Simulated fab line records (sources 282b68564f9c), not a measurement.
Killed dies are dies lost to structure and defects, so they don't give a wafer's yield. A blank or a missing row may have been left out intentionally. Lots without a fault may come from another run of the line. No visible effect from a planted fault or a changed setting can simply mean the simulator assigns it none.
fab line records | flow ritCmos
record: lots: 15 wafers: 45 lastDay: 7
route steps=202 shown ACTIVE@2 GATE@93 SILICIDE@163 M1@202
lots with no fault: from the same line, run without faults
startH: hours from the record's opening day to when the first of the lot's shown wafers began | waitH: how many hours have passed since the lot's step before this one | " the same as in the row above | L1.1+2: a single row standing in for several wafers | - no value, or no start given | * or withheld: withheld | < > ~ a bound
route shown NAME@n: NAME is a module with steps in the file, n the number in the route of the first one | usual: mean and standard deviation over wafers with no fault | same: alike in all rows | chamber/n: place in a boat | sites: each site's reading | _std_site: the standard deviation of these | _edge_site: the outer-site mean with the inner-site mean subtracted | radiusMm: for every site, how far away it sits from the centre of the wafer | mask NAME#n: copy n | behind: the last tool/chamber to shape the wafer | hold: why the lot went on hold/how many hours it stayed there/how the hold came to an end | device: transistor that didn't switch, given as n, p or np | end of line: the same wafers' tests at the end of the route | step lacking rows: just its recipe | killed: at the first sort, the dies lost to defects and structure; wafer yield is something else | map: dies across one wafer; x = killed, . = not, _ = none there
set.NAME: the setting that was run; set.NAME@STEP: the one run at that earlier step | model.NAME: the simulator's own value behind a step, which no gauge read
steps of the route over a sample of lots; a table a step, a row a wafer
services: when a tool's chamber went out of use (startH, in hours from the record's first day, below 0 if earlier), for how many hours, and the reason
== steps ==
step: RIT_ACTIVE_OXIDATION_01
recipe: tempC: 1000 ambient: O2 targetThkA: 468 oxTimeS: 3360
usual: zonePowerCentrePct: 47.3/2
columns lot.wafer tool chamber startH waitH zonePowerCentrePct
L567.1 furnace-04 0 10.86 0.8 48.7
L567.3 " 0 " " 49.1
L567.6 " 0 " " 48.8
L568.1 furnace-03 0 15.12 0.1 44.4
L568.3 " 0 " " 43.4
L568.6 " 0 " " 43.1
L570.1 furnace-04 0 25.12 0.1 48.5
L570.3 " 0 " " 48.2
L570.4 " 0 " " 48.5
L572.1 furnace-01 0 36.14 1.1 45.9
L572.4 " 0 " " 45.5
L572.5 " 0 " " 45.2
L573.1 furnace-01 0 40.12 0.1 46.0
L573.5 " 0 " " 46.5
L573.6 " 0 " " 45.2
L575.3 furnace-04 0 50.12 0.1 49.1
L575.4 " 0 " " 49.7
L575.6 " 0 " " 47.8
L576.1 furnace-04 0 55.91 0.9 48.7
L576.2 " 0 " " 47.8
L576.4 " 0 " " 48.7
L577.2 furnace-04 0 63.33 3.3 49.3
L577.3 " 0 " " 49.1
L577.6 " 0 " " 48.0
L578.2 furnace-04 0 65.51 0.5 49.2
L578.3 " 0 " " 48.6
L578.5 " 0 " " 49.0
L579.1 furnace-04 0 70.12 0.1 48.1
L579.4 " 0 " " 49.5
L579.6 " 0 " " 49.5
L580.4 furnace-04 0 75.49 0.4 48.3
L580.5 " 0 " " 48.3
L580.6 " 0 " " 47.9
L581.4 furnace-04 0 80.24 0.2 48.8
L581.5 " 0 " " 48.8
L581.6 " 0 " " 48.8
L582.3 furnace-04 0 85.12 0.1 48.1
L582.4 " 0 " " 47.9
L582.5 " 0 " " 48.6
L585.2 furnace-04 0 100.12 0.1 48.6
L585.5 " 0 " " 48.4
L585.6 " 0 " " 48.9
L587.1 furnace-01 0 110.84 0.8 45.9
L587.3 " 0 " " 46.0
L587.6 " 0 " " 45.1
step: RIT_ACTIVE_THK_MEAS_02
recipe: reads: SiO2_of_ACTIVE_OXIDATION_01
usual: ACTIVE_OXIDE_THK: 46.8/0.83
columns lot.wafer tool chamber startH waitH ACTIVE_OXIDE_THK[nm]
L567.1 filmMetro-02 - 12.79 0.0 48.9
L567.3 " - " " 48.7
L567.6 " - " " 48.7
L568.1 filmMetro-01 - 17.05 0.0 46.4
L568.3 " - " " 46.4
L568.6 " - " " 46.8
L570.1 filmMetro-04 - 27.05 0.0 47.1
L570.3 " - " " 47.2
L570.4 " - " " 47.1
L572.1 filmMetro-01 - 38.08 0.0 46.0
L572.4 " - " " 46.0
L572.5 " - " " 45.7
L573.1 filmMetro-01 - 42.05 0.0 45.1
L573.5 " - " " 45.4
L573.6 " - " " 45.3
L575.3 filmMetro-02 - 52.07 0.0 46.5
L575.4 " - " " 46.6
L575.6 " - " " 47.1
L576.1 filmMetro-01 - 57.84 0.0 46.6
L576.2 " - " " 46.2
L576.4 " - " " 46.6
L577.2 filmMetro-01 - 65.27 0.0 45.4
L577.3 " - " " 45.5
L577.6 " - " " 46.0
L578.2 filmMetro-02 - 67.46 0.0 45.6
L578.3 " - " " 46.6
L578.5 " - " " 46.6
L579.1 filmMetro-01 - 72.05 0.0 46.2
L579.4 " - " " 46.8
L579.6 " - " " 46.6
L580.4 filmMetro-01 - 77.45 0.0 47.2
L580.5 " - " " 47.2
L580.6 " - " " 47.0
L581.4 filmMetro-01 - 82.20 0.0 51.4
L581.5 " - " " 52.1
L581.6 " - " " 51.9
L582.3 filmMetro-01 - 87.07 0.0 51.5
L582.4 " - " " 51.2
L582.5 " - " " 52.6
L585.2 filmMetro-01 - 102.06 0.0 52.3
L585.5 " - " " 52.2
L585.6 " - " " 52.1
L587.1 filmMetro-01 - 112.77 0.0 46.8
L587.3 " - " " 47.0
L587.6 " - " " 47.2
step: RIT_GATE_OVL_MEAS_17
usual: GATE_OVL: -0.4/1.5
columns lot.wafer tool chamber startH waitH GATE_OVL[nm]
L567.1 overlay-01 - 41.03 0.1 -0.2
L567.3 " - " " -1.2
L567.6 " - " " -1.0
L568.1 overlay-02 - 42.65 0.1 1.4
L568.3 " - " " 0.5
L568.6 " - " " 0.1
L570.1 overlay-02 - 53.74 0.1 -2.6
L570.3 " - " " -2.2
L570.4 " - " " -0.6
L572.1 overlay-02 - 63.63 0.1 -1.1
L572.4 " - " " -2.3
L572.5 " - " " -1.3
L573.1 overlay-01 - 68.35 0.1 -0.5
L573.5 " - " " 1.4
L573.6 " - " " 1.7
L575.3 overlay-01 - 78.99 0.1 -0.2
L575.4 " - " " 0.5
L575.6 " - " " 1.1
L576.1 overlay-01 - 87.52 0.1 -1.8
L576.2 " - " " -1.3
L576.4 " - " " -2.1
L577.2 overlay-02 - 90.12 0.1 -1.1
L577.3 " - " " 0.4
L577.6 " - " " -1.6
L578.2 overlay-02 - 92.14 0.1 -0.4
L578.3 " - " " 0.9
L578.5 " - " " -1.0
L579.1 overlay-01 - 101.50 0.1 -3.8
L579.4 " - " " -2.2
L579.6 " - " " -4.3
L580.4 overlay-01 - 103.88 0.1 -0.8
L580.5 " - " " -0.7
L580.6 " - " " 0.2
L581.4 overlay-02 - 111.64 0.1 2.6
L581.5 " - " " 2.1
L581.6 " - " " 0.2
L582.3 overlay-02 - 114.78 0.1 0.4
L582.4 " - " " 0.8
L582.5 " - " " 1.6
L585.2 overlay-01 - 131.48 0.1 -1.0
L585.5 " - " " -0.9
L585.6 " - " " -1.0
L587.1 overlay-01 - 140.99 0.1 0.5
L587.3 " - " " -2.1
L587.6 " - " " 0.7
step: RIT_SILICIDE_RS_MEAS_02
recipe: thkMeasGauge: four-point-probe reads: Ti_of_SILICIDE_SPUTTER_01
usual: SILICIDE_TI_RS: 48.0/0.72
columns lot.wafer tool chamber startH waitH SILICIDE_TI_RS[ohm/sq]
L567.1 filmMetro-02 - 54.46 0.1 48.4
L567.3 " - " " 47.8
L567.6 " - " " 48.1
L568.1 filmMetro-03 - 57.16 0.1 48.0
L568.3 " - " " 48.0
L568.6 " - " " 47.8
L570.1 filmMetro-02 - 69.29 0.1 47.9
L570.3 " - " " 49.0
L570.4 " - " " 48.0
L572.1 filmMetro-02 - 77.19 0.1 47.8
L572.4 " - " " 47.6
L572.5 " - " " 47.4
L573.1 filmMetro-04 - 81.82 0.1 48.0
L573.5 " - " " 49.3
L573.6 " - " " 49.0
L575.3 filmMetro-03 - 94.64 0.1 46.9
L575.4 " - " " 48.2
L575.6 " - " " 46.6
L576.1 filmMetro-03 - 102.18 0.1 48.3
L576.2 " - " " 48.3
L576.4 " - " " 48.2
L577.2 filmMetro-02 - 105.27 0.1 49.4
L577.3 " - " " 48.5
L577.6 " - " " 48.3
L578.2 filmMetro-03 - 107.40 0.1 48.1
L578.3 " - " " 48.5
L578.5 " - " " 47.6
L579.1 filmMetro-02 - 114.95 0.1 47.2
L579.4 " - " " 47.5
L579.6 " - " " 48.0
L580.4 filmMetro-02 - 118.90 0.1 48.2
L580.5 " - " " 48.4
L580.6 " - " " 47.4
L581.4 filmMetro-03 - 125.20 0.1 46.5
L581.5 " - " " 46.7
L581.6 " - " " 46.9
L582.3 filmMetro-03 - 128.45 0.1 47.4
L582.4 " - " " 48.9
L582.5 " - " " 47.4
L585.2 filmMetro-02 - 145.87 0.1 47.9
L585.5 " - " " 47.5
L585.6 " - " " 47.2
L587.1 filmMetro-03 - 155.35 0.1 47.8
L587.3 " - " " 48.2
L587.6 " - " " 47.9
step: RIT_SILICIDE_THK_MEAS_03
recipe: thkMeasGauge: xrf reads: Ti_of_SILICIDE_SPUTTER_01
usual: SILICIDE_TI_THK: 30.1/0.36
columns lot.wafer tool chamber startH waitH SILICIDE_TI_THK[nm]
L567.1 filmMetro-02 - 54.58 0.1 30.1
L567.3 " - " " 30.1
L567.6 " - " " 30.1
L568.1 filmMetro-03 - 57.28 0.1 30.2
L568.3 " - " " 29.9
L568.6 " - " " 30.0
L570.1 filmMetro-02 - 69.41 0.1 30.2
L570.3 " - " " 29.6
L570.4 " - " " 30.2
L572.1 filmMetro-02 - 77.31 0.1 30.4
L572.4 " - " " 30.4
L572.5 " - " " 30.5
L573.1 filmMetro-04 - 81.94 0.1 29.8
L573.5 " - " " 29.3
L573.6 " - " " 29.2
L575.3 filmMetro-03 - 94.74 0.1 30.8
L575.4 " - " " 30.0
L575.6 " - " " 30.9
L576.1 filmMetro-03 - 102.30 0.1 30.0
L576.2 " - " " 30.1
L576.4 " - " " 30.0
L577.2 filmMetro-02 - 105.38 0.1 29.6
L577.3 " - " " 30.0
L577.6 " - " " 30.1
L578.2 filmMetro-03 - 107.51 0.1 30.1
L578.3 " - " " 29.9
L578.5 " - " " 30.4
L579.1 filmMetro-02 - 115.07 0.1 30.4
L579.4 " - " " 30.4
L579.6 " - " " 30.1
L580.4 filmMetro-02 - 118.99 0.1 30.0
L580.5 " - " " 29.7
L580.6 " - " " 30.5
L581.4 filmMetro-03 - 125.29 0.1 30.8
L581.5 " - " " 30.7
L581.6 " - " " 30.6
L582.3 filmMetro-03 - 128.55 0.1 30.5
L582.4 " - " " 29.6
L582.5 " - " " 30.4
L585.2 filmMetro-02 - 145.98 0.1 30.2
L585.5 " - " " 30.4
L585.6 " - " " 30.5
L587.1 filmMetro-03 - 155.47 0.1 30.4
L587.3 " - " " 30.2
L587.6 " - " " 30.3
step: RIT_M1_PROBE_99
usual: killed_at_M0_to_M3: 0.0/0.18 killedAtContacts: 0.1/0.32 killedAtFrontEnd: 7/3 killedDies: 7/3.1 killedOpen: 3.3/1.8 killedShort: 3.6/2
same: grossDies: 264 killed_at_M4_up: 0 killedAtBackSide: 0 killedAtOther: 0
columns lot.wafer tool chamber startH waitH killed_at_M0_to_M3 killedAtContacts killedAtFrontEnd killedDies killedOpen killedShort
L573.1 prober-01 - 88.99 0.1 0 0 6 6 1 5
L573.5 prober-01 - 89.19 0.2 0 0 2 2 0 2
L573.6 prober-01 - 89.24 0.2 0 0 3 3 1 2
L578.2 prober-02 - 114.63 0.1 0 0 5 5 3 2
L578.3 prober-02 - 114.68 0.2 0 1 4 5 4 1
L578.5 prober-02 - 114.78 0.2 0 0 6 6 3 3
L582.3 prober-02 - 135.41 0.2 0 0 11 11 8 3
L582.4 prober-02 - 135.46 0.2 0 0 6 6 4 2
L582.5 prober-02 - 135.51 0.2 0 0 3 3 2 1
killed by level:class
L573.1 GATE:geometricParticle:short=5 GATE:geometricParticle:open=1
L573.5 GATE:geometricParticle:short=2
L573.6 FOX1:geometricParticle:short=1 GATE:geometricParticle:short=1 REOX:geometricParticle:open=1
L578.2 GATE:geometricParticle:open=2 SPACER:geometricParticle:short=1 SILICIDE:geometricParticle:open=1 SILICIDE:geometricParticle:short=1
L578.3 GATE:geometricParticle:open=2 FOX1:geometricParticle:open=1 GATE:geometricParticle:short=1 CONTACT:geometricParticle:open=1
L578.5 GATE:geometricParticle:open=2 FOX1:geometricParticle:short=1 FOX1:geometricParticle:open=1 GATE:geometricParticle:short=1 SILICIDE:geometricParticle:short=1
L582.3 SILICIDE:geometricParticle:open=5 SILICIDE:geometricParticle:short=2 FOX1:geometricParticle:open=1 FOX2:geometricParticle:open=1 GATE:geometricParticle:open=1 SPACER:geometricParticle:short=1
L582.4 REOX:geometricParticle:open=2 FOX1:geometricParticle:open=1 FOX1:geometricParticle:short=1 GATE:geometricParticle:short=1 SPACER:geometricParticle:open=1
L582.5 FOX1:geometricParticle:open=1 GATE:geometricParticle:short=1 SPACER:geometricParticle:open=1
== services ==
columns tool chamber startH hours kind
furnace-04 - 34.39 2.6 pm
furnace-01 - 59.51 4.3 pm
== key ==
firstSign: step: RIT_ACTIVE_THK_MEAS_02 reading: ACTIVE_OXIDE_THK direction: up sigmas: 6.2 usual: 46.8 struck: 51.9
effect none on later readings
metAt RIT_ACTIVE_OXIDATION_01
struckLots L581,L582,L585
testerLeftOut L581,L582,L585
notActingAt RIT_GATE_OVL_MEAS_17,RIT_SILICIDE_RS_MEAS_02,RIT_SILICIDE_THK_MEAS_03
onsetBetween 75.49 80.24
fault: kind: processParameterDrift tool: furnace-04 chamber: - onsetH: 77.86 steps: RIT_ACTIVE_OXIDATION_01 channel: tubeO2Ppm offset: 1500 shape: step endH: 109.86
testerLeftOut: of these lots the tester's yield and bins aren't shown, on N5 and GAA mostly nor the transistor test; their killed dies are dies lost to structure and defects alone, not to doping, threshold or leakage, so they don't give the yield
